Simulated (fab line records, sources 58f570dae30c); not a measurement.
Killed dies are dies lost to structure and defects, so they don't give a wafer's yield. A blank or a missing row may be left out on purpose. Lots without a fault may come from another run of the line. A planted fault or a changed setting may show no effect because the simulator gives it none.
A struck lot beside a sound one | flow berkeley_cmos170 | 14 steps out of a route of 331
Sound: wafers L500.1, L500.4, L500.6. Struck: wafers L518.1, L518.3, L518.5. The cause comes at the end.
At each step with rows: each side's tool, then ch and its chambers, then its first start. Under that, the readings that differ: sound wafers | struck wafers | difference of the means | sigmas: that difference in standard deviations of wafers without a fault.
alike: readings whose means differ by less than 2 such deviations, and words and numbers that are the same on both sides. not compared: withheld readings, readings that some wafer has no value for, bounds like >300 that may hide the same value, and numbers for which the record gives no deviation and whose values overlap.
The two part at a step that has a row with sigmas, a row that says differs or no value, or rows on one side only. Numbers that don't overlap but have no deviation are shown without sigmas and don't part them. A reading that every wafer of one side lacks parts them only if that side has two wafers or more.

UCB170_M1_RS_MEAS_01: measures by four-point-probe.
  sound on film_metro-04, day 7 07:54; struck on film_metro-04, day 11 08:12
  reading           | sound                | struck               | difference | sigmas
  M1_AL_RS (ohm/sq) | 0.0499 0.0490 0.0491 | 0.0477 0.0471 0.0475 | -0.0019    | -3
UCB170_M1_THK_MEAS_02: measures by xrf.
  sound on film_metro-04, day 7 08:01; struck on film_metro-04, day 11 08:19
  reading        | sound       | struck      | difference | sigmas
  M1_AL_THK (nm) | 578 591 589 | 603 611 605 | +20        | +3
then, 6 steps without rows for these wafers: UCB170_M1_COAT_03; UCB170_M1_COAT_04 (resist thk 900 nm); UCB170_M1_SOFTBAKE_05 (time 60 s); UCB170_M1_EXPOSE_06 (exposes mask METAL1, target cd 700 nm); UCB170_M1_PEB_07; UCB170_M1_DEVELOP_08 (develop time 45 s).
UCB170_M1_CD_MEAS_09: target cd 700 nm.
  sound on cd_sem-02, day 7 09:42; struck on cd_sem-02, day 11 09:20
  alike: cd_nm
UCB170_M1_OVL_MEAS_10:
  sound on overlay-02, day 7 09:49; struck on overlay-01, day 11 09:27
  alike: M1_OVL
UCB170_M1_ETCH_11: etches BARC in N2/H2.
  sound on rie_diel-04 ch 2,3, day 7 09:52; struck on rie_diel-04 ch 1,2, day 11 09:29
  reading               | sound             | struck            | difference | sigmas
  oes_product_au (a.u.) | 1.019 1.026 1.029 | 1.000 0.961 0.956 | -0.052     | -3
  alike: drypump_motor_current_A, throttle_valve_pct
UCB170_M1_METAL_ETCH_12: etches Al in Cl2/BCl3, stops on PSG, target depth 780 nm, time 130 s.
  sound on rie_metal-02 ch 1, day 7 09:54; struck on rie_metal-01 ch 0,1, day 11 09:32
  reading                     | sound             | struck            | difference | sigmas
  drypump_motor_current_A (A) | 6.4 6.4 6.4       | 5.5 5.9 5.5       | -0.8       | -2
  oes_product_au (a.u.)       | 0.828 0.826 0.834 | 0.873 0.859 0.870 | +0.038     | +4
  alike: throttle_valve_pct
  not compared: rf_hours_counter_h
UCB170_M1_STRIP_13: strips in O2.
  sound on plasma_asher-04 ch 0,1, day 7 10:02; struck on plasma_asher-04 ch 0, day 11 09:40
  no value came back on the struck wafers for chamber_pressure_mTorr (mTorr), drypump_motor_current_A (A), oes_product_au (a.u.); on the sound wafers chamber_pressure_mTorr (mTorr) reads 3497 3500 3501
  reading                             | sound | struck            | difference | sigmas
  model.KrF_of_M1_COAT_04.thk_nm (nm) | 0 0 0 | 444.1 437.2 448.7 | +443.3     |
  not compared: rf_hours_counter_h
UCB170_M1_CD_MEAS_90: target cd 700 nm.
  sound on cd_sem-01, day 7 10:08; struck on cd_sem-02, day 11 10:03
  reading    | sound             | struck            | difference | sigmas
  cd_nm (nm) | 698.8 699.7 698.4 | 702.2 706.4 704.2 | +5.3       | +2

WHERE THEY PART
First at UCB170_M1_RS_MEAS_01; last, within this record, at UCB170_M1_CD_MEAS_90.

WHY: what the simulator had put in
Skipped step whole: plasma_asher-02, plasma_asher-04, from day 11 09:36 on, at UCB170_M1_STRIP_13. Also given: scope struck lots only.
